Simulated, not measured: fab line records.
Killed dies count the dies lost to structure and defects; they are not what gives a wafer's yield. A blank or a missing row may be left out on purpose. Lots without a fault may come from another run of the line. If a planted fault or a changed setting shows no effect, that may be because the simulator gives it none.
Struck lot and sound lot, side by side | flow rit cmos | 18 out of 202 route steps
Sound: wafers L433.2, L433.3, L433.4. Struck: wafers L446.1, L446.2, L446.6. Last of all comes the cause.
For every step that has rows: the tool of each side, followed by ch and its chambers, followed by its first start. Under that, the readings that differ: sound wafers | struck wafers | difference of the means | sigmas: that difference in standard deviations of wafers without a fault.
alike: same words and numbers on both sides, and readings whose means sit less than 2 such deviations apart. not compared: any withheld reading, any reading some wafer has no value for, any bound like >300 that may hide the same value, and any number with overlapping values for which the record gives no deviation.
A row with sigmas, a row that says differs or no value, or rows on one side alone: a step with any of these is where the two part. Numbers that don't overlap but have no deviation are shown without sigmas and don't part them. Lack of a reading on every wafer of one side parts them only where that side has two or more wafers.

first, 5 steps without rows for these wafers: RIT_NLDD_COAT_01 (resist thk 1000 nm); RIT_NLDD_SOFTBAKE_02 (time 60 s); RIT_NLDD_EXPOSE_03 (exposes mask M7, target cd 40700 nm); RIT_NLDD_PEB_04; RIT_NLDD_DEVELOP_05 (develop time 50 s).
RIT_NLDD_OVL_MEAS_06:
  struck on overlay-02, day 6 07:31; sound on overlay-02, day 3 05:05
  alike: NLDD_OVL
then, 2 steps without rows for these wafers: RIT_NLDD_HARDBAKE_07 (time 60 s); RIT_NLDD_IMPLANT_08.
RIT_NLDD_STRIP_09: strips in O2, time 180 s.
  sound on plasma asher-01 ch 0,1, day 3 05:29; struck on plasma asher-01 ch 0,1, day 6 07:50
  alike: drypump motor current A
  not compared: rf hours counter h
RIT_NLDD_TW_MEAS_10:
  struck on film metro-03, day 6 08:01; sound on film metro-01, day 3 05:41
  alike: NLDD_TW
then, 2 steps without rows for these wafers: RIT_PLDD_HMDS_00 (prime time 60 s); RIT_PLDD_COAT_01 (resist thk 1000 nm).
RIT_PLDD_SOFTBAKE_02: time 60 s.
  sound on litho track-02 ch 0, day 3 06:03; struck on litho track-03 ch 0, day 6 08:28
  reading                  | sound             | struck            | difference | sigmas
  heater power total W (W) | 34.66 34.53 34.47 | 28.56 28.62 28.62 | -5.95      | -99 or more
  plate temp C (C)         | 89.96 90.08 90.13 | 78.86 79.03 78.92 | -11.12     | -99 or more
then, 2 steps without rows for these wafers: RIT_PLDD_EXPOSE_03 (exposes mask M8, target cd 40900 nm); RIT_PLDD_PEB_04.
RIT_PLDD_DEVELOP_05: develop time 50 s.
  sound: litho track-01 ch 0; struck: litho track-03 ch 0
  reading                                   | sound          | struck         | difference | sigmas
  model.NOVOLAK_of_PLDD_COAT_01.thk nm (nm) | 1005 1003 1001 | 1029 1029 1029 | +26        |
RIT_PLDD_OVL_MEAS_06:
  struck on overlay-02, day 6 09:08; sound on overlay-01, day 3 06:43
  alike: PLDD_OVL
RIT_M1_PROBE_99:
  record: rows for the struck wafers here (prober-01, day 7 00:15), none for the sound ones

== WHERE THEY PART ==
At RIT_PLDD_SOFTBAKE_02 first; at RIT_M1_PROBE_99 last (within this record only).

WHY: what the simulator had put in
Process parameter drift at RIT_PLDD_SOFTBAKE_02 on litho track-03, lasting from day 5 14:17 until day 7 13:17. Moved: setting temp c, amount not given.
